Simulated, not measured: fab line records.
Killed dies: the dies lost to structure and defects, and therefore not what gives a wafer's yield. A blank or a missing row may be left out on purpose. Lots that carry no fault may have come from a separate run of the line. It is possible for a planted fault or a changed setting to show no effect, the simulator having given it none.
A lot that was struck, set against a sound lot :: flow berkeleyCmos170 :: 19 out of 331 route steps
Sound: these wafers, L334.2, L334.3, L334.6. Struck: wafers L340.1, L340.2, L340.4. The cause comes at the end.
At each step with rows: each side's tool, then ch and its chambers, then its first start. Under that, the readings that differ: sound wafers :: struck wafers :: difference of the means :: sigmas: that difference in standard deviations of wafers without a fault.
alike: words and numbers the same on both sides, and readings whose means are apart by under 2 such deviations; not compared: readings that were withheld, readings missing a value for some wafer, numbers with overlapping values and no deviation given by the record, and bounds like >300 which may hide the same value.
The two part at a step that has a row with sigmas, a row that says differs or no value, or rows on one side only. Numbers that have no deviation but don't overlap get no sigmas and don't part them. A reading missing from all wafers of one side parts the sides only when that side holds two or more wafers.

UCB170_ZERO_STRIP_07: strips in O2.
  sound on plasmaAsher-04 ch 0,1, day 4 01:11; struck on plasmaAsher-04 ch 0,1, day 5 04:47
  alike: drypumpMotorCurrentA, oesProductAu, stripTimeToEndpointS
  not compared: rfHoursCounterH
then, 2 steps without rows for these wafers: UCB170_NWELL_WET_ETCH_00 (etches SiO2 in dHF, time 200 s); UCB170_NWELL_OXIDATION_01 (target thk 26.4 nm, ox time 1260 s).
UCB170_NWELL_THK_MEAS_02:
  sound on filmMetro-02 at day 4 07:01; struck on filmMetro-02 at day 5 09:04
  alike: NWELL_OXIDE_THK
then, 2 steps without rows for these wafers: UCB170_NWELL_ANNEAL_03 (time 900 s); UCB170_NWELL_CVD_04 (deposits Si3N4 from SiH2Cl2/NH3, target thk 224 nm, time 3238 s).
UCB170_NWELL_THK_MEAS_05:
  sound on filmMetro-03 at day 4 14:53; struck on filmMetro-03 at day 5 20:40
  alike: NWELL_NITRIDE_THK
then, 5 steps without rows for these wafers: UCB170_NWELL_HMDS_06 (prime time 60 s); UCB170_NWELL_COAT_07 (resist thk 900 nm); UCB170_NWELL_SOFTBAKE_08 (time 60 s); UCB170_NWELL_EXPOSE_09 (exposes mask NWELL, target cd 3000 nm); UCB170_NWELL_PEB_10.
UCB170_NWELL_DEVELOP_11: develop time 45 s.
  sound on lithoTrack-02 ch 0, day 4 15:00; struck on lithoTrack-02 ch 0, day 5 21:00
  alike: resistLineTempC
UCB170_NWELL_OVL_MEAS_12:
  sound on overlay-01 at day 4 15:56; struck on overlay-02 at day 5 21:57
  alike: NWELL_OVL
UCB170_NWELL_ETCH_13: etches Si3N4 in CH3F/Ar/O2, stops on SiO2, target depth 246.4 nm, time 154 s.
  sound on rieDiel-02 ch 0,1, day 4 15:58; struck on rieDiel-04 ch 1,2, day 5 21:59
reading: model.NWELL.cdNm (nm)
sound: 2997 2998 2997
struck: 2967 2967 2967
difference: -30
sigmas: 
  alike: drypumpMotorCurrentA, oesProductAu, throttleValvePct
  not compared: rfHoursCounterH
after that, 1 step had no rows for these wafers: UCB170_NWELL_IMPLANT_14.
UCB170_NWELL_STRIP_15: strips in O2.
  sound on plasmaAsher-03 ch 0,1, day 4 16:13; struck on plasmaAsher-04 ch 0,1, day 5 22:14
  alike: drypumpMotorCurrentA, oesProductAu, stripTimeToEndpointS
  not compared: rfHoursCounterH
UCB170_NWELL_TW_MEAS_16:
  sound on filmMetro-03 at day 4 16:19; struck on filmMetro-01 at day 5 22:34
reading: NWELL_TW
sound: 1245 1242 1243
struck: 398 380 378
difference: -858
sigmas: -99 or more
  not compared: hold
UCB170_M3_PROBE_99:
  sound wafers here have rows in the record (prober-02, day 10 21:23); struck ones have none

== WHERE THEY PART ==
Earliest at UCB170_NWELL_TW_MEAS_16; latest, in this record, at UCB170_M3_PROBE_99.

WHY: whatever the simulator had introduced
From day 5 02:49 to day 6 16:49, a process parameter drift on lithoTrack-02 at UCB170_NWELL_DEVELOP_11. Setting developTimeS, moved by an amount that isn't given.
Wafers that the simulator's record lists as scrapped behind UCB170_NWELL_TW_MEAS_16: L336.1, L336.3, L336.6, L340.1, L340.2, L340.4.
